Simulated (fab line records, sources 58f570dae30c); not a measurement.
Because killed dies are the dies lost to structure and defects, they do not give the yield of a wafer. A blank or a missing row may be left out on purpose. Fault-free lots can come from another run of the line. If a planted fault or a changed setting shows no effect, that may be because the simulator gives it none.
A struck lot beside a sound one -- flow berkeley-cmos170 -- 38 out of 331 route steps
Sound: wafers L574.3, L574.5, L574.6. The struck wafers were L584.1, L584.4, L584.6. At the end, the cause is stated.
Order at every step that has rows: each side's tool, ch and its chambers, its first start. Under that, the readings that differ: sound wafers -- struck wafers -- difference of the means -- sigmas: that difference in standard deviations of wafers without a fault.
alike: readings with means less than 2 such deviations apart, plus words and numbers identical on both sides. not compared: withheld readings, readings lacking a value on some wafer, bounds such as >300 that could conceal the same value, and numbers that have no deviation in the record and whose values overlap.
The two part at a step that has a row with sigmas, a row that says differs or no value, or rows on one side only. Non-overlapping numbers with no deviation appear without sigmas and do not part them. Lack of a reading on every wafer of one side parts them only where that side has two or more wafers.

first, 1 step without rows for these wafers: UCB170_SPACER_CVD_00 (deposits SiO2 from TEOS/O2, target thk 376 nm, time 47 s).
UCB170_SPACER_THK_MEAS_01:
  sound on film-metro-03 at day 7 11:50; struck on film-metro-04 at day 9 02:07
  alike: SPACER_TEOS_THK
then, 1 step without rows for these wafers: UCB170_SPACER_ANNEAL_02 (time 1800 s).
UCB170_SPACER_ETCHBACK_03: etches SiO2 in CHF3/CF4/Ar, stops on Si, target depth 376 nm, time 100 s.
  sound on rie-diel-03 ch 0,2,3, day 7 16:06; struck on rie-diel-03 ch 0,3, day 9 07:19
  alike: cf4-flow-sccm, drypump-motor-current-A, oes-product-au, throttle-valve-pct
  not compared: rf-hours-counter-h
then, 6 steps without rows for these wafers: UCB170_PSD_HMDS_00 (prime time 60 s); UCB170_PSD_COAT_01 (resist thk 900 nm); UCB170_PSD_SOFTBAKE_02 (time 60 s); UCB170_PSD_EXPOSE_03 (exposes mask PSELECT MOD, target cd 1200 nm); UCB170_PSD_PEB_04; UCB170_PSD_DEVELOP_05 (develop time 45 s).
UCB170_PSD_CD_MEAS_06 targets a cd of 1200 nm.
  sound on cd-sem-02 at day 7 17:23; struck on cd-sem-02 at day 9 08:39
  alike: cd-nm
UCB170_PSD_OVL_MEAS_07:
  sound on overlay-02 at day 7 17:29; struck on overlay-01 at day 9 08:46
  alike: PSD_OVL
UCB170_PSD_IMPLANT_08:
  sound on implanter-02 ch 0, day 7 17:33; struck on implanter-02 ch 0, day 9 08:49
reading,sound,struck,difference,sigmas
dose-ions-cm2,2.999e+15 3.003e+15 3.003e+15,3.072e+15 3.073e+15 3.071e+15,+7.033e+13,+23
UCB170_PSD_STRIP_09: strips in O2.
  sound on plasma-asher-03 ch 0,1, day 7 17:41; struck on plasma-asher-04 ch 0,1, day 9 08:58
  alike: drypump-motor-current-A, oes-product-au, strip-time-to-endpoint-s
  not compared: rf-hours-counter-h
UCB170_PSD_TW_MEAS_10:
  sound on film-metro-02 at day 7 17:46; struck on film-metro-03 at day 9 09:04
  alike: PSD_TW
then, 7 steps without rows for these wafers: UCB170_PSD_CLEAN_11 (cleans in SPM, time 600 s); UCB170_NSD_HMDS_00 (prime time 60 s); UCB170_NSD_COAT_01 (resist thk 900 nm); UCB170_NSD_SOFTBAKE_02 (time 60 s); UCB170_NSD_EXPOSE_03 (exposes mask NSELECT MOD, target cd 1200 nm); UCB170_NSD_PEB_04; UCB170_NSD_DEVELOP_05 (develop time 45 s).
UCB170_NSD_CD_MEAS_06 targets a cd of 1200 nm.
  sound on cd-sem-02 at day 7 19:58; struck on cd-sem-02 at day 9 13:32
  alike: cd-nm
UCB170_NSD_OVL_MEAS_07:
  sound on overlay-01 at day 7 20:04; struck on overlay-01 at day 9 13:40
  alike: NSD_OVL
next, for these wafers, 1 step has no rows: UCB170_NSD_IMPLANT_08.
UCB170_NSD_STRIP_09: strips in O2.
  sound on plasma-asher-02 ch 0,1, day 7 20:16; struck on plasma-asher-01 ch 0,1, day 9 13:51
  alike: drypump-motor-current-A, oes-product-au, strip-time-to-endpoint-s
  not compared: rf-hours-counter-h
UCB170_NSD_TW_MEAS_10:
  sound on film-metro-01 at day 7 20:22; struck on film-metro-03 at day 9 13:57
  alike: NSD_TW
then, 4 steps without rows for these wafers: UCB170_NSD_CLEAN_11 (cleans in SPM, time 600 s); UCB170_BACKSIDE_HMDS_00 (prime time 60 s); UCB170_BACKSIDE_COAT_01 (resist thk 900 nm); UCB170_BACKSIDE_SOFTBAKE_02 (time 60 s).
UCB170_BACKSIDE_STRIP_03: strips in O2.
  sound on plasma-asher-02 ch 0,1, day 7 21:35; struck on plasma-asher-01 ch 1, day 9 14:38
  alike: drypump-motor-current-A, oes-product-au, strip-time-to-endpoint-s
  not compared: rf-hours-counter-h
then, 1 step without rows for these wafers: UCB170_BACKSIDE_CLEAN_04 (cleans in SPM, time 600 s).
UCB170_SDANNEAL_RTA_00: time 10 s.
  sound on rtp-anneal-02 ch 0, day 7 21:51; struck on rtp-anneal-02 ch 0, day 9 14:55
  alike: lamp-power-pct, wafer_temp_C_max
UCB170_SDANNEAL_RTA_01: time 5 s.
  sound on rtp-anneal-02 ch 0, day 7 21:55; struck on rtp-anneal-02 ch 0, day 9 14:59
  alike: lamp-power-pct, wafer_temp_C_max
UCB170_SDANNEAL_RS_MEAS_02: the measuring method here is four-point-probe.
  sound on film-metro-01 at day 7 22:02; struck on film-metro-03 at day 9 15:25
reading,sound,struck,difference,sigmas
PSD_RS (ohm/sq),75.25 75.47 75.07,73.75 73.91 73.79,-1.45,-5
  not compared: hold
UCB170_SDANNEAL_RS_MEAS_03: the measuring method here is four-point-probe.
  sound on film-metro-01 at day 7 22:09; struck on film-metro-03 at day 9 18:00
reading,sound,struck,difference,sigmas
hold,- - -,await-dispo/2.5h/release await-dispo/2.5h/release await-dispo/2.5h/release,no value on the sound wafers,
  alike: NSD_RS
UCB170_M3_PROBE_99:
  record: rows for the struck wafers here (prober-02, day 10 20:03), none for the sound ones

WHERE THEY PART
Last at UCB170_M3_PROBE_99 as far as this record goes, first at UCB170_PSD_IMPLANT_08.

WHY: whatever the simulator had introduced
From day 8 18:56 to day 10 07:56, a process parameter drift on implanter-02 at UCB170_PSD_IMPLANT_08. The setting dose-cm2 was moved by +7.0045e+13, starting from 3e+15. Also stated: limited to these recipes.
